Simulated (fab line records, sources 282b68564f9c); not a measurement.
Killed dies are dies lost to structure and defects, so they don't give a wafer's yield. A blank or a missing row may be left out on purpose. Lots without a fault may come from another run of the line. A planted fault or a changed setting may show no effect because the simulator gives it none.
fab line records | flow rit_cmos
record lots=14 wafers=42 last_day=7
route steps=202 shown GATE@85 NSD@139 CONTACT@179 M1@201
lots that met no fault: from a run of the same line without faults
start_h: hours from the record's first day to the start of the lot's first wafer shown | wait_h: hours since the lot's step before | " the same as in the row above | L1.1+2: a row that stands for several wafers | - no value, or no start given | * or withheld: withheld | < > ~ a bound
route shown NAME@n: a module of which the file shows steps, and the number in the route of the first | usual: mean/standard deviation of fault-free wafers | same: alike in all rows | chamber/n: place in a boat | sites: the reading at each site | _std_site: their standard deviation | _edge_site: outer sites' mean less inner sites' | radius_mm: how far each site lies from the wafer's centre | mask NAME#n: copy n | behind: the tool/chamber that last shaped the wafer | hold: why the lot was held/for how many hours/how that ended | device: the transistor (n, p or np) that didn't switch | end of line: the same wafers' tests at the end of the route | a step without rows: its recipe alone | killed: dies lost to structure and defects at the first sort, not the wafer's yield | map: a wafer's dies, x killed, . not, _ none there
set.NAME: the setting as run; set.NAME@STEP: as run at that earlier step | model.NAME: the simulator's own value behind a step, which no gauge read
steps of the route over a sample of lots; a table a step, a row a wafer
services: from which hour (start_h, from the record's first day; less than 0 if before it) a tool's chamber was out of use, for how many hours, and why
## steps
# step RIT_GATE_THK_MEAS_09
# recipe reads=poly-Si_of_GATE_CVD_08
# usual GATE_POLY_THK=250.6/2.2
# columns lot.wafer tool chamber start_h wait_h GATE_POLY_THK[nm]
L165.2 film_metro-03 - 36.38 0.0 250.3
L165.4 " - " " 250.9
L165.5 " - " " 249.2
L166.1 film_metro-04 - 40.70 0.0 250.9
L166.4 " - " " 249.8
L166.6 " - " " 249.7
L167.1 film_metro-01 - 52.34 0.0 248.2
L167.3 " - " " 248.1
L167.5 " - " " 247.4
L169.4 film_metro-01 - 60.76 0.0 252.2
L169.5 " - " " 248.7
L169.6 " - " " 251.7
L171.4 film_metro-03 - 67.75 0.0 252.4
L171.5 " - " " 253.1
L171.6 " - " " 253.5
L172.1 film_metro-01 - 77.29 0.0 250.3
L172.3 " - " " 251.3
L172.6 " - " " 250.0
L175.4 film_metro-01 - 90.47 0.0 249.5
L175.5 " - " " 252.5
L175.6 " - " " 251.0
L177.1 film_metro-01 - 98.93 0.0 254.9
L177.5 " - " " 253.3
L177.6 " - " " 252.8
L178.1 film_metro-03 - 104.59 0.0 249.0
L178.2 " - " " 249.4
L178.6 " - " " 250.3
L181.1 film_metro-01 - 117.57 0.0 252.2
L181.3 " - " " 252.0
L181.4 " - " " 252.4
L182.2 film_metro-03 - 122.98 0.0 250.2
L182.4 " - " " 249.7
L182.5 " - " " 249.0
L185.2 film_metro-01 - 135.72 0.0 254.5
L185.3 " - " " 255.9
L185.5 " - " " 255.4
L187.1 film_metro-03 - 146.69 0.0 252.4
L187.2 " - " " 253.0
L187.6 " - " " 251.4
L188.2 film_metro-01 - 155.02 0.0 248.7
L188.3 " - " " 251.8
L188.4 " - " " 248.2
# step RIT_NSD_IMPLANT_08
# recipe species=P energy_kev=25 dose_cm2=1e+15 tilt_deg=7
# usual beam_on_s=10.00/0.17 faraday_current_uA=3133/54
# columns lot.wafer tool chamber start_h wait_h beam_on_s faraday_current_uA
L165.2 implanter-02 0 49.26 0.1 9.95 3136
L165.4 " 0 " " 10.09 3128
L165.5 " 0 " " 9.74 3219
L166.1 implanter-02 0 53.32 0.1 10.08 3105
L166.4 " 0 " " 9.92 3145
L166.6 " 0 " " 9.95 3162
L167.1 implanter-03 0 64.05 0.1 9.84 3183
L167.3 " 0 " " 10.10 3097
L167.5 " 0 " " 10.16 3077
L169.4 implanter-04 0 75.31 0.1 9.75 3191
L169.5 " 0 " " 9.89 3167
L169.6 " 0 " " 10.14 3115
L171.4 implanter-02 0 79.52 0.1 9.96 3135
L171.5 " 0 " " 9.94 3147
L171.6 " 0 " " 10.24 3060
L172.1 implanter-02 0 88.66 0.1 9.73 3205
L172.3 " 0 " " 10.30 3038
L172.6 " 0 " " 9.80 3182
L175.4 implanter-02 0 104.42 0.1 9.98 3140
L175.5 " 0 " " 10.21 3074
L175.6 " 0 " " 10.10 3097
L177.1 implanter-02 0 111.15 0.1 14.48 2161
L177.5 " 0 " " 14.33 2182
L177.6 " 0 " " 13.99 2253
L178.1 implanter-03 0 116.49 0.1 9.84 3186
L178.2 " 0 " " 10.21 3060
L178.6 " 0 " " 9.79 3202
L181.1 implanter-02 0 129.07 0.1 14.22 2194
L181.3 " 0 " " 13.94 2243
L181.4 " 0 " " 14.18 2214
L182.2 implanter-04 0 135.22 0.1 10.16 3080
L182.4 " 0 " " 10.25 3055
L182.5 " 0 " " 9.94 3143
L185.2 implanter-04 0 149.16 0.1 10.50 2977
L185.3 " 0 " " 9.87 3188
L185.5 " 0 " " 10.05 3108
L187.1 implanter-04 0 160.10 0.1 10.06 3118
L187.2 " 0 " " 9.72 3228
L187.6 " 0 " " 9.84 3184
L188.2 implanter-04 0 166.29 0.1 9.87 3175
L188.3 " 0 " " 10.09 3126
L188.4 " 0 " " 9.78 3194
# step RIT_NSD_TW_MEAS_10
# usual NSD_TW=3120/20
# columns lot.wafer tool chamber start_h wait_h hold NSD_TW
L165.2 film_metro-04 - 49.57 0.1 - 3137
L165.4 " - " " - 3147
L165.5 " - " " - 3140
L166.1 film_metro-04 - 53.65 0.1 - 3153
L166.4 " - " " - 3146
L166.6 " - " " - 3147
L167.1 film_metro-03 - 64.37 0.1 - 3084
L167.3 " - " " - 3110
L167.5 " - " " - 3093
L169.4 film_metro-02 - 75.59 0.1 - 3130
L169.5 " - " " - 3129
L169.6 " - " " - 3134
L171.4 film_metro-03 - 79.80 0.1 - 3099
L171.5 " - " " - 3094
L171.6 " - " " - 3082
L172.1 film_metro-03 - 88.98 0.1 - 3088
L172.3 " - " " - 3079
L172.6 " - " " - 3096
L175.4 film_metro-02 - 104.70 0.1 - 3124
L175.5 " - " " - 3130
L175.6 " - " " - 3103
L177.1 film_metro-04 - 111.47 0.1 await_dispo/0.2h/release 3363
L177.5 " - " " await_dispo/0.2h/release 3346
L177.6 " - " " await_dispo/0.2h/release 3360
L177.1 film_metro-04 - 111.70 0.2 - 3334
L177.5 " - " " - 3349
L177.6 " - " " - 3364
L178.1 film_metro-03 - 116.82 0.1 - 3111
L178.2 " - " " - 3125
L178.6 " - " " - 3112
L181.1 film_metro-04 - 129.39 0.1 await_dispo/0.2h/release 3356
L181.3 " - " " await_dispo/0.2h/release 3364
L181.4 " - " " await_dispo/0.2h/release 3343
L181.1 film_metro-04 - 129.62 0.2 - 3352
L181.3 " - " " - 3354
L181.4 " - " " - 3362
L182.2 film_metro-04 - 135.53 0.1 - 3122
L182.4 " - " " - 3116
L182.5 " - " " - 3121
L185.2 film_metro-04 - 149.47 0.1 - 3126
L185.3 " - " " - 3126
L185.5 " - " " - 3135
L187.1 film_metro-02 - 160.43 0.1 - 3103
L187.2 " - " " - 3112
L187.6 " - " " - 3109
L188.2 film_metro-04 - 166.60 0.1 - 3154
L188.3 " - " " - 3149
L188.4 " - " " - 3133
# step RIT_SDANNEAL_RS_MEAS_05
# recipe thk_meas_gauge=four-point-probe
# usual NSD_RS=84.60/0.29
# columns lot.wafer tool chamber start_h wait_h hold NSD_RS[ohm/sq]
L165.2 film_metro-04 - 51.60 0.1 - 84.59
L165.4 " - " " - 84.51
L165.5 " - " " - 84.40
L166.1 film_metro-03 - 55.80 0.1 - 84.02
L166.4 " - " " - 84.49
L166.6 " - " " - 84.42
L167.1 film_metro-03 - 66.58 0.1 - 84.63
L167.3 " - " " - 84.87
L167.5 " - " " - 84.83
L169.4 film_metro-04 - 78.00 0.1 - 84.48
L169.5 " - " " - 84.67
L169.6 " - " " - 84.56
L171.4 film_metro-02 - 82.00 0.1 - 84.00
L171.5 " - " " - 84.23
L171.6 " - " " - 84.05
L172.1 film_metro-04 - 91.03 0.1 - 84.69
L172.3 " - " " - 84.97
L172.6 " - " " - 84.73
L175.4 film_metro-03 - 106.98 0.1 - 84.15
L175.5 " - " " - 84.27
L175.6 " - " " - 84.36
L178.1 film_metro-02 - 119.03 0.1 - 84.57
L178.2 " - " " - 84.42
L178.6 " - " " - 84.72
L177.1 film_metro-03 - 123.18 0.1 await_dispo/0.2h/release 64.51
L177.5 " - " " await_dispo/0.2h/release 64.46
L177.6 " - " " await_dispo/0.2h/release 64.60
L177.1 film_metro-03 - 123.46 0.3 - 64.56
L177.5 " - " " - 64.41
L177.6 " - " " - 64.50
L181.1 film_metro-03 - 135.50 0.1 await_dispo/0.2h/release 64.24
L181.3 " - " " await_dispo/0.2h/release 64.58
L181.4 " - " " await_dispo/0.2h/release 64.64
L181.1 film_metro-03 - 135.79 0.3 - 64.45
L181.3 " - " " - 64.73
L181.4 " - " " - 64.64
L182.2 film_metro-03 - 137.73 0.1 - 85.04
L182.4 " - " " - 84.77
L182.5 " - " " - 85.04
L185.2 film_metro-02 - 151.51 0.1 - 84.45
L185.3 " - " " - 84.48
L185.5 " - " " - 84.37
L187.1 film_metro-02 - 162.61 0.1 - 83.99
L187.2 " - " " - 84.52
L187.6 " - " " - 84.41
L188.2 film_metro-03 - 169.13 0.1 - 84.28
L188.3 " - " " - 84.62
L188.4 " - " " - 84.57
# step RIT_CONTACT_ETCH_11
# recipe target_depth_a=4800 over_etch_frac=0.2 stop_on=TiSi2 chemistry=CHF3/CF4/Ar target=SiO2 CHF3_flow_sccm=50 cf4_flow_sccm=10 Ar_flow_sccm=100 O2_flow_sccm=5 pressure_mtorr=100 rf_w=200 time_s=320
# usual drypump_motor_current_A=5.8/0.33 oes_product_au=0.993/0.018 throttle_valve_pct=8.86/0.18
# columns lot.wafer tool chamber start_h wait_h drypump_motor_current_A oes_product_au rf_hours_counter_h throttle_valve_pct
L165.2 rie_diel-01 0 53.96 0.1 5.7 0.967 39 9.13
L165.4 " 0 " " 5.7 0.976 - 9.12
L165.5 " 1 " " 5.5 1.003 - 8.91
L166.1 rie_diel-03 2 58.06 0.1 6.3 1.006 1 8.71
L166.4 " 0 " " 5.3 1.012 - 8.71
L166.6 " 1 " " 5.7 1.020 - 8.71
L167.1 rie_diel-03 3 69.08 0.1 5.9 1.008 82 8.68
L167.3 " 2 " " 6.3 1.000 1 8.73
L167.5 " 0 " " 5.3 0.994 - 8.73
L169.4 rie_diel-02 2 80.25 0.1 5.7 0.983 63 8.80
L169.5 " 3 " " 5.8 0.959 - 9.04
L169.6 " 0 " " 6.2 1.003 - 8.80
L171.4 rie_diel-01 1 84.30 0.1 5.5 0.997 - 8.93
L171.5 " 0 " " 5.7 0.964 - 9.14
L171.6 " 3 " " 5.3 0.993 - 9.16
L172.1 rie_diel-02 0 93.29 0.1 6.2 1.006 4 8.79
L172.3 " 1 " " 6.1 0.978 21 8.59
L172.6 " 3 " " 5.8 0.960 - 9.04
L175.4 rie_diel-03 0 109.18 0.1 5.3 1.005 128 8.73
L175.5 " 1 " " 5.7 1.019 - 8.72
L175.6 " 0 " " 5.3 1.001 - 8.72
L178.1 rie_diel-01 0 121.56 0.1 5.7 0.961 40 9.15
L178.2 " 3 " " 5.3 0.997 23 9.16
L178.6 " 0 " " 5.7 0.972 - 9.14
L182.2 rie_diel-02 3 140.09 0.1 5.8 0.953 96 9.04
L182.4 " 2 " " 5.7 0.987 64 8.80
L182.5 " 3 " " 5.7 0.964 - 9.03
L185.2 rie_diel-02 2 154.01 0.1 5.8 0.983 65 8.81
L185.3 " 3 " " 5.8 0.960 97 9.03
L185.5 " 3 " " 5.8 0.970 - 9.04
L187.1 rie_diel-02 2 164.94 0.1 5.7 0.981 65 8.80
L187.2 " 0 " " 6.2 1.009 6 8.80
L187.6 " 0 " " 6.2 1.001 - 8.81
L188.2 rie_diel-01 2 171.37 0.1 6.1 1.008 143 8.83
L188.3 " 3 " " 5.3 0.998 24 9.16
L188.4 " 0 " " 5.7 0.963 42 9.15
# step RIT_M1_BOW_MEAS_16
# recipe mode=bow
# usual M1_BOW=18/7.1
# columns lot.wafer tool chamber start_h wait_h M1_BOW[um]
L165.2 film_metro-03 - 60.57 0.0 18
L165.4 " - " " 10
L165.5 " - " " 12
L166.1 film_metro-04 - 63.24 0.0 1
L166.4 " - " " 17
L166.6 " - " " 29
L167.1 film_metro-04 - 74.22 0.0 11
L167.3 " - " " 12
L167.5 " - " " 24
L169.4 film_metro-04 - 85.19 0.1 11
L169.5 " - " " 13
L169.6 " - " " 14
L171.4 film_metro-04 - 89.15 0.1 22
L171.5 " - " " 18
L171.6 " - " " 16
L172.1 film_metro-02 - 98.55 0.0 15
L172.3 " - " " 19
L172.6 " - " " 27
L175.4 film_metro-04 - 114.07 0.1 13
L175.5 " - " " 22
L175.6 " - " " 22
L178.1 film_metro-03 - 126.29 0.0 33
L178.2 " - " " 7
L178.6 " - " " 18
L182.2 film_metro-02 - 145.89 0.0 20
L182.4 " - " " 18
L182.5 " - " " 11
L185.2 film_metro-04 - 158.89 0.0 15
L185.3 " - " " 18
L185.5 " - " " 24
L187.1 film_metro-04 - 170.84 0.0 10
L187.2 " - " " 22
L187.6 " - " " 21
L188.2 film_metro-03 - 176.12 0.0 17
L188.3 " - " " 16
L188.4 " - " " 22
# step RIT_M1_PROBE_99
# usual defect_limited_yield=97.4/1.2 killed_at_front_end=7/3.1 killed_dies=7/3.1 killed_open=3.5/2 killed_short=3.3/2 sort_bin_3_pad_short=0.1/0.19 sort_bin_5_function=1.5/0.87 sort_bin_6_memory=0.9/0.59 sort_n_pass=257/3.1 sort_yield_pct=97.4/1.2
# same gross_dies=264 killed_at_M0_to_M3=0 killed_at_M4_up=0 killed_at_back_side=0 killed_at_contacts=0 killed_at_other=0
# columns lot.wafer tool chamber start_h wait_h defect_limited_yield[%] killed_at_front_end killed_dies killed_open killed_short sort_bin_3_pad_short[%] sort_bin_5_function[%] sort_bin_6_memory[%] sort_n_pass sort_yield_pct[%]
L165.2 prober-02 - 60.72 0.1 94.7 14 14 9 5 0 2.7 2.7 250 94.7
L165.4 prober-02 - 60.82 0.2 98.1 5 5 2 3 0 0.8 1.1 259 98.1
L165.5 prober-02 - 60.87 0.2 97.7 6 6 4 2 0 1.1 1.1 258 97.7
L166.1 prober-01 - 63.36 0.1 96.6 9 9 4 5 0.4 2.3 0.8 255 96.6
L166.4 prober-01 - 63.51 0.2 98.1 5 5 3 2 0 1.5 0.4 259 98.1
L166.6 prober-01 - 63.61 0.2 97.0 8 8 6 2 0.4 2.3 0.4 256 97.0
L167.1 prober-02 - 74.34 0.1 97.7 6 6 2 4 0.4 1.5 0.4 258 97.7
L167.3 prober-02 - 74.44 0.2 98.1 5 5 2 3 0 1.1 0.8 259 98.1
L167.5 prober-02 - 74.54 0.2 98.1 5 5 3 2 0 1.1 0.8 259 98.1
L169.4 prober-02 - 85.40 0.2 98.1 5 5 3 2 0.4 1.1 0.4 259 98.1
L169.5 prober-02 - 85.45 0.2 98.1 5 5 5 0 0 1.1 0.8 259 98.1
L169.6 prober-02 - 85.50 0.2 99.2 2 2 2 0 0 0.4 0.4 262 99.2
L171.4 prober-02 - 89.36 0.2 97.0 8 8 2 6 0 2.3 0.8 256 97.0
L171.5 prober-02 - 89.41 0.2 97.7 6 6 1 5 0.4 0.8 1.1 258 97.7
L171.6 prober-02 - 89.46 0.2 98.5 4 4 1 3 0 0.8 0.8 260 98.5
L172.1 prober-01 - 98.67 0.1 97.0 8 8 2 6 0.4 1.5 1.1 256 97.0
L172.3 prober-01 - 98.77 0.2 98.5 4 4 2 2 0 0.8 0.8 260 98.5
L172.6 prober-01 - 98.92 0.2 96.2 10 10 4 6 0.8 1.5 1.5 254 96.2
L175.4 prober-02 - 114.28 0.2 97.3 7 7 2 5 0 1.9 0.8 257 97.3
L175.5 prober-02 - 114.33 0.2 97.7 6 6 3 3 0 1.1 1.1 258 97.7
L175.6 prober-02 - 114.38 0.2 96.6 9 9 5 4 0 1.9 1.5 255 96.6
L178.1 prober-01 - 126.41 0.1 96.6 9 9 4 5 0.8 1.9 0.8 255 96.6
L178.2 prober-01 - 126.46 0.1 96.2 10 10 5 5 0 2.3 1.5 254 96.2
L178.6 prober-01 - 126.66 0.2 96.2 10 10 4 6 0.4 3.0 0.4 254 96.2
L182.2 prober-01 - 146.04 0.1 96.2 10 10 7 3 0.4 2.7 0.8 254 96.2
L182.4 prober-01 - 146.14 0.2 98.9 3 3 2 1 0 0.4 0.8 261 98.9
L182.5 prober-01 - 146.19 0.2 97.3 7 7 3 4 0 2.3 0.4 257 97.3
L185.2 prober-02 - 159.04 0.1 97.7 6 6 3 3 0 0.8 1.5 258 97.7
L185.3 prober-02 - 159.09 0.2 98.9 3 3 2 1 0 0.8 0.4 261 98.9
L185.5 prober-02 - 159.19 0.2 98.5 4 4 2 2 0 0.8 0.8 260 98.5
L187.1 prober-02 - 170.96 0.1 97.3 7 7 4 3 0 1.5 1.1 257 97.3
L187.2 prober-02 - 171.01 0.1 97.7 6 6 5 1 0 1.5 0.8 258 97.7
L187.6 prober-02 - 171.21 0.2 97.0 8 8 5 3 0 0.8 2.3 256 97.0
L188.2 prober-01 - 176.27 0.1 97.3 7 7 2 5 0.4 2.3 0 257 97.3
L188.3 prober-01 - 176.32 0.2 95.1 13 13 9 4 0 3.8 1.1 251 95.1
L188.4 prober-01 - 176.37 0.2 98.1 5 5 3 2 0 1.1 0.8 259 98.1
# killed by level:class
L165.2 FOX1:geometric_particle:short=3 FOX1:geometric_particle:open=2 GATE:geometric_particle:open=2 SILICIDE:geometric_particle:open=2 FOX2:geometric_particle:open=1 REOX:geometric_particle:open=1 REOX:geometric_particle:short=1 SPACER:geometric_particle:open=1
L165.4 FOX1:geometric_particle:open=1 GATE:geometric_particle:short=1 REOX:geometric_particle:short=1 SPACER:geometric_particle:open=1 SILICIDE:geometric_particle:short=1
L165.5 FOX2:geometric_particle:open=2 FOX1:geometric_particle:open=1 GATE:geometric_particle:short=1 REOX:geometric_particle:open=1 REOX:geometric_particle:short=1
L166.1 FOX2:geometric_particle:short=2 GATE:geometric_particle:short=2 GATE:geometric_particle:open=2 FOX1:geometric_particle:open=1 SPACER:geometric_particle:short=1 SPACER:geometric_particle:open=1
L166.4 SPACER:geometric_particle:open=2 FOX1:geometric_particle:short=1 GATE:geometric_particle:short=1 GATE:geometric_particle:open=1
L166.6 GATE:geometric_particle:open=3 SPACER:geometric_particle:open=2 FOX2:geometric_particle:open=1 GATE:geometric_particle:short=1 SPACER:geometric_particle:short=1
L167.1 SPACER:geometric_particle:open=2 FOX1:geometric_particle:short=1 FOX2:geometric_particle:short=1 GATE:geometric_particle:short=1 SPACER:geometric_particle:short=1
L167.3 GATE:geometric_particle:short=3 GATE:geometric_particle:open=1 REOX:geometric_particle:open=1
L167.5 GATE:geometric_particle:open=2 REOX:geometric_particle:open=1 REOX:geometric_particle:short=1 SPACER:geometric_particle:short=1
L169.4 FOX1:geometric_particle:short=1 FOX1:geometric_particle:open=1 GATE:geometric_particle:open=1 REOX:geometric_particle:short=1 SILICIDE:geometric_particle:open=1
L169.5 GATE:geometric_particle:open=2 SPACER:geometric_particle:open=2 FOX1:geometric_particle:open=1
L169.6 GATE:geometric_particle:open=2
L171.4 REOX:geometric_particle:short=4 FOX2:geometric_particle:short=1 GATE:geometric_particle:open=1 REOX:geometric_particle:open=1 SPACER:geometric_particle:short=1
L171.5 GATE:geometric_particle:short=2 SPACER:geometric_particle:short=2 FOX1:geometric_particle:short=1 FOX1:geometric_particle:open=1
L171.6 SPACER:geometric_particle:short=2 FOX2:geometric_particle:short=1 SPACER:geometric_particle:open=1
L172.1 GATE:geometric_particle:short=2 REOX:geometric_particle:short=2 SILICIDE:geometric_particle:short=2 FOX1:geometric_particle:open=1 SPACER:geometric_particle:open=1
L172.3 REOX:geometric_particle:short=2 FOX2:geometric_particle:open=1 SPACER:geometric_particle:open=1
L172.6 SILICIDE:geometric_particle:short=3 SILICIDE:geometric_particle:open=2 FOX1:geometric_particle:short=1 FOX2:geometric_particle:short=1 GATE:geometric_particle:open=1 SPACER:geometric_particle:short=1 SPACER:geometric_particle:open=1
L175.4 SILICIDE:geometric_particle:short=2 FOX1:geometric_particle:short=1 GATE:geometric_particle:short=1 REOX:geometric_particle:open=1 REOX:geometric_particle:short=1 SILICIDE:geometric_particle:open=1
L175.5 SILICIDE:geometric_particle:short=3 GATE:geometric_particle:open=2 SILICIDE:geometric_particle:open=1
L175.6 GATE:geometric_particle:open=3 FOX1:geometric_particle:open=2 SPACER:geometric_particle:short=2 GATE:geometric_particle:short=1 REOX:geometric_particle:short=1
L178.1 GATE:geometric_particle:open=3 FOX1:geometric_particle:short=1 FOX2:geometric_particle:short=1 REOX:geometric_particle:short=1 REOX:geometric_particle:open=1 SPACER:geometric_particle:short=1 SILICIDE:geometric_particle:short=1
L178.2 FOX1:geometric_particle:open=2 SPACER:geometric_particle:open=2 SPACER:geometric_particle:short=1 FOX1:geometric_particle:short=1 FOX2:geometric_particle:short=1 GATE:geometric_particle:short=1 REOX:geometric_particle:open=1 REOX:geometric_particle:short=1
L178.6 GATE:geometric_particle:short=4 REOX:geometric_particle:open=2 FOX1:geometric_particle:open=1 FOX1:geometric_particle:short=1 FOX2:geometric_particle:short=1 SILICIDE:geometric_particle:open=1
L182.2 GATE:geometric_particle:open=4 GATE:geometric_particle:short=2 FOX2:geometric_particle:open=1 REOX:geometric_particle:open=1 SPACER:geometric_particle:open=1 SILICIDE:geometric_particle:short=1
L182.4 GATE:geometric_particle:open=2 GATE:geometric_particle:short=1
L182.5 FOX1:geometric_particle:short=2 GATE:geometric_particle:open=2 GATE:geometric_particle:short=2 REOX:geometric_particle:open=1
L185.2 GATE:geometric_particle:open=3 GATE:geometric_particle:short=2 FOX1:geometric_particle:short=1
L185.3 FOX1:geometric_particle:short=1 FOX2:geometric_particle:open=1 REOX:geometric_particle:open=1
L185.5 FOX1:geometric_particle:short=2 GATE:geometric_particle:open=1 SPACER:geometric_particle:open=1
L187.1 GATE:geometric_particle:open=3 FOX1:geometric_particle:short=2 FOX1:geometric_particle:open=1 SILICIDE:geometric_particle:short=1
L187.2 GATE:geometric_particle:open=2 FOX2:geometric_particle:open=1 GATE:geometric_particle:short=1 REOX:geometric_particle:open=1 SILICIDE:geometric_particle:open=1
L187.6 REOX:geometric_particle:open=2 SILICIDE:geometric_particle:open=2 FOX2:geometric_particle:short=1 REOX:geometric_particle:short=1 SPACER:geometric_particle:short=1 SPACER:geometric_particle:open=1
L188.2 FOX1:geometric_particle:short=4 GATE:geometric_particle:short=1 REOX:geometric_particle:open=1 SPACER:geometric_particle:open=1
L188.3 GATE:geometric_particle:open=5 GATE:geometric_particle:short=3 REOX:geometric_particle:open=2 FOX1:geometric_particle:open=1 FOX1:geometric_particle:short=1 SPACER:geometric_particle:open=1
L188.4 FOX1:geometric_particle:short=2 GATE:geometric_particle:open=2 SPACER:geometric_particle:open=1
## services
# columns tool chamber start_h hours kind
rie_diel-03 3 47.04 21.2 repair
rie_diel-01 - 54.27 2.8 pm
rie_diel-01 1 57.85 2.4 repair
rie_diel-03 1 65.27 17.5 repair
implanter-03 - 67.24 5.5 repair
implanter-04 - 72.57 1.8 repair
rie_diel-01 2 78.85 6.7 repair
implanter-04 - 81.14 3.6 pm
rie_diel-03 - 85.17 14.6 pm
rie_diel-01 2 117.91 7.0 repair
rie_diel-03 3 120.34 23.2 repair
implanter-02 - 128.18 0.7 repair
rie_diel-01 - 129.66 14.6 pm
implanter-04 - 132.80 1.8 repair
rie_diel-03 0 139.10 2.5 repair
rie_diel-03 2 143.09 24.3 repair
## key
first_sign step=RIT_NSD_IMPLANT_08 reading=beam_on_s direction=up sigmas=25 usual=10.00 struck=14.19
effect step=RIT_NSD_IMPLANT_08 reading=faraday_current_uA direction=down sigmas=17 usual=3133 struck=2208
effect step=RIT_NSD_TW_MEAS_10 reading=visit direction=added
effect step=RIT_NSD_TW_MEAS_10 reading=NSD_TW direction=up sigmas=12 usual=3120 struck=3355
effect step=RIT_SDANNEAL_RS_MEAS_05 reading=visit direction=added
effect step=RIT_SDANNEAL_RS_MEAS_05 reading=NSD_RS direction=down sigmas=69 usual=84.60 struck=64.50
met_at RIT_NSD_IMPLANT_08
struck_lots L177,L181
scrapped_behind RIT_SDANNEAL_RS_MEAS_05 L177.1,L177.5,L177.6,L181.1,L181.3,L181.4
not_acting_at RIT_GATE_THK_MEAS_09,RIT_CONTACT_ETCH_11,RIT_M1_BOW_MEAS_16
onset_between 104.42 111.15
fault kind=process_parameter_drift tool=implanter-02 chamber=- onset_h=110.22 steps=RIT_NSD_IMPLANT_08 channel=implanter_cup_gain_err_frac offset=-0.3 shape=step end_h=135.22
